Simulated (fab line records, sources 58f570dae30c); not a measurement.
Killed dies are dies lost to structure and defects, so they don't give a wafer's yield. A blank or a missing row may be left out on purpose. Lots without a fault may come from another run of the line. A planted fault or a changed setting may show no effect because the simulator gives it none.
A struck lot beside a sound one | flow berkeley_cmos170 | 33 steps out of a route of 331
Sound: wafers L478.1, L478.2, L478.3. Struck: wafers L477.1, L477.5, L477.6. The cause comes at the end.
At each step with rows: each side's tool, then ch and its chambers, then its first start. Under that, the readings that differ: sound wafers | struck wafers | difference of the means | sigmas: that difference in standard deviations of wafers without a fault.
alike: readings whose means differ by less than 2 such deviations, and words and numbers that are the same on both sides. not compared: withheld readings, readings that some wafer has no value for, bounds like >300 that may hide the same value, and numbers for which the record gives no deviation and whose values overlap.
The two part at a step that has a row with sigmas, a row that says differs or no value, or rows on one side only. Numbers that don't overlap but have no deviation are shown without sigmas and don't part them. A reading that every wafer of one side lacks parts them only if that side has two wafers or more.

UCB170_SDANNEAL_RTA_01: time 5 s.
  sound on rtp_anneal-01 ch 0, day 10 09:51; struck on rtp_anneal-02 ch 0, day 10 01:10
  reading            | sound                | struck               | difference | sigmas
  lamp_power_pct (%) | 39.91 39.85 39.89    | 40.23 40.23 40.32    | +0.38      | +2
  wafer_temp_C_max   | 1053.0 1052.3 1052.9 | 1058.2 1057.0 1056.6 | +4.5       | +2
UCB170_SDANNEAL_RS_MEAS_02: measures by four-point-probe.
  sound on film_metro-03, day 10 09:55; struck on film_metro-03, day 10 01:13
  alike: PSD_RS
UCB170_SDANNEAL_RS_MEAS_03: measures by four-point-probe.
  sound on film_metro-03, day 10 10:02; struck on film_metro-03, day 10 01:20
  alike: NSD_RS
UCB170_SDANNEAL_RS_MEAS_04: measures by four-point-probe.
  sound on film_metro-03, day 10 10:09; struck on film_metro-03, day 10 01:28
  alike: PLDD_RS
UCB170_SDANNEAL_RS_MEAS_05: measures by four-point-probe.
  sound on film_metro-03, day 10 10:16; struck on film_metro-03, day 10 01:35
  alike: NLDD_RS
then, 2 steps without rows for these wafers: UCB170_SILICIDE_PRE_CLEAN_00 (preclean etch time 60 s); UCB170_SILICIDE_SPUTTER_01 (material Ti, target thk 30 nm, time 25 s).
UCB170_SILICIDE_RS_MEAS_02: measures by four-point-probe.
  sound on film_metro-01, day 10 10:29; struck on film_metro-03, day 10 01:50
  alike: SILICIDE_TI_RS
UCB170_SILICIDE_THK_MEAS_03: measures by xrf.
  sound on film_metro-01, day 10 10:36; struck on film_metro-03, day 10 01:57
  reading              | sound          | struck         | difference | sigmas
  SILICIDE_TI_THK (nm) | 29.2 29.7 29.5 | 30.5 30.3 30.4 | +0.9       | +2
UCB170_SILICIDE_RTA_04: time 15 s.
  sound on rtp_anneal-02 ch 0, day 10 10:40; struck on rtp_anneal-01 ch 0, day 10 02:01
  reading            | sound             | struck            | difference | sigmas
  lamp_power_pct (%) | 11.17 11.16 11.17 | 11.06 11.06 11.07 | -0.10      | -2
  alike: wafer_temp_C_max
then, 2 steps without rows for these wafers: UCB170_SILICIDE_WET_ETCH_05 (etches Ti in SPM, time 45 s); UCB170_CONTACT_CLEAN_00 (cleans in SPM, time 600 s).
UCB170_CONTACT_CVD_01: deposits PSG from SiH4/O2/PH3, target thk 700 nm, time 2820 s.
  sound on lpcvd-01 ch 0, day 10 10:56; struck on lpcvd-01 ch 1, day 10 02:17
  no value came back on the struck wafers for o2_flow_sccm (sccm), ph3_flow_sccm (sccm); on the sound wafers o2_flow_sccm (sccm) reads 89.79 89.58 88.89
then, 3 steps without rows for these wafers: UCB170_CONTACT_HMDS_03 (prime time 60 s); UCB170_CONTACT_COAT_04 (resist thk 900 nm); UCB170_CONTACT_SOFTBAKE_05 (time 60 s).
UCB170_CONTACT_STRIP_06: strips in O2.
  sound on plasma_asher-01 ch 0,1, day 10 14:07; struck on plasma_asher-01 ch 0,1, day 10 04:35
  alike: drypump_motor_current_A, oes_product_au, strip_time_to_endpoint_s
  not compared: rf_hours_counter_h
then, 8 steps without rows for these wafers: UCB170_CONTACT_CLEAN_07 (cleans in SPM, time 600 s); UCB170_CONTACT_RTA_08 (time 10 s); UCB170_CONTACT_COAT_09; UCB170_CONTACT_COAT_10 (resist thk 900 nm); UCB170_CONTACT_SOFTBAKE_11 (time 60 s); UCB170_CONTACT_EXPOSE_12 (exposes mask CONT, target cd 700 nm); UCB170_CONTACT_PEB_13; UCB170_CONTACT_DEVELOP_14 (develop time 45 s).
UCB170_CONTACT_CD_MEAS_15: target cd 700 nm.
  sound on cd_sem-01, day 10 15:18; struck on cd_sem-02, day 10 05:47
  reading    | sound             | struck            | difference | sigmas
  cd_nm (nm) | 701.1 700.1 700.0 | 697.2 696.1 697.5 | -3.5       | -2
UCB170_CONTACT_OVL_MEAS_16:
  sound on overlay-02, day 10 15:25; struck on overlay-02, day 10 05:55
  alike: CONTACT_OVL
UCB170_CONTACT_ETCH_17: etches BARC in N2/H2.
  sound on rie_diel-02 ch 0,1,2, day 10 15:28; struck on rie_diel-04 ch 0,1, day 10 05:56
  alike: drypump_motor_current_A, oes_product_au, throttle_valve_pct
UCB170_CONTACT_ETCH_18: etches PSG in CHF3/CF4/Ar, stops on TiSi2, target depth 840 nm, time 195 s.
  sound on rie_diel-02 ch 0,1,2; struck on rie_diel-04 ch 0,1
  reading                             | sound             | struck            | difference | sigmas
  oes_product_au (a.u.)               | 0.894 0.865 0.881 | 0.369 0.373 0.363 | -0.512     | -34
  model.etch.depth_nm (nm)            | 689.5 689 687.4   | 0 0 0             | -689       |
  model.CONTACT.feature_depth_nm (nm) | 689.5 689 687.4   | 1e-09 1e-09 1e-09 | -7e+02     |
  alike: CHF3_flow_sccm, drypump_motor_current_A, throttle_valve_pct
  not compared: rf_hours_counter_h
UCB170_CONTACT_STRIP_19: strips in O2.
  sound on plasma_asher-02 ch 0,1, day 10 15:38; struck on plasma_asher-02 ch 0,1, day 10 06:07
  alike: drypump_motor_current_A, oes_product_au
  not compared: rf_hours_counter_h
UCB170_CONTACT_CD_MEAS_90: target cd 700 nm.
  sound on cd_sem-02, day 10 15:44; struck on cd_sem-01, day 10 06:13
  reading    | sound             | struck | difference                    | sigmas
  cd_nm (nm) | 699.5 698.7 700.2 | - - -  | no value on the struck wafers |
then, 1 step without rows for these wafers: UCB170_CONTACT_CLEAN_20 (cleans in SPM, time 600 s).
UCB170_M3_PROBE_99:
  the record has rows for the struck wafers here (prober-02, day 10 20:00) and none for the sound ones

WHERE THEY PART
First at UCB170_SDANNEAL_RTA_01; last, within this record, at UCB170_M3_PROBE_99.

WHY: what the simulator had put in
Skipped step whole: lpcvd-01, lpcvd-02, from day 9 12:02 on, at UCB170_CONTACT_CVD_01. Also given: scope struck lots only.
